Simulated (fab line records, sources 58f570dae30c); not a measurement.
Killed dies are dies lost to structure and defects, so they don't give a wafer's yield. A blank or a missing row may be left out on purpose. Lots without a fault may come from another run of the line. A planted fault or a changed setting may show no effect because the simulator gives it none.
Chamber matching | flow berkeley_cmos170 | UCB170_V1_CMP_02 on cmp-01: 4 sister chambers
The step polishes SiO2. 4 wafers are shown with their chamber, then 7 later ones without.

WAFERS WITH THEIR CHAMBER
wafer  | chamber | motor_current_A (A)
L428.3 | 3       | 17.7
L429.5 | 1       | 18.9
L433.1 | 0       | 13.3
L433.4 | 2       | 15.2

WAFERS WITHOUT THEIR CHAMBER
wafer  | motor_current_A (A)
L433.5 | 15.5
L447.1 | 19.2
L447.3 | 14.9
L447.5 | 17.9
L448.1 | 20.2
L448.4 | 18.1
L448.5 | 19.4

WHICH CHAMBER EACH WENT THROUGH
wafer  | from the rows above     | in truth
L433.5 | 2                       | 2
L447.1 | 1                       | 1
L447.3 | 2                       | 2
L447.5 | can't be placed: 3 or 1 | 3
L448.1 | 1                       | 1
L448.4 | can't be placed: 3 or 1 | 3
L448.5 | 1                       | 1
Placed correctly: 5 of 7. Can't be placed from these rows: 2 (the true chamber is among the candidates in 2). Placed wrongly: 0.
How it was worked out, from the rows above alone: a wafer's distance from a chamber is the root of the sum, over the readings, of the square of ((its reading less the chamber's mean) divided by the reading's scatter). The wafer belongs to the nearest chamber; if the next one is less than 2 further off, it can't be placed. A chamber's mean is the mean of its shown wafers. The scatter: with one shown wafer a chamber, the root of the mean of the squares of how far each hidden wafer lies from its nearest shown one.
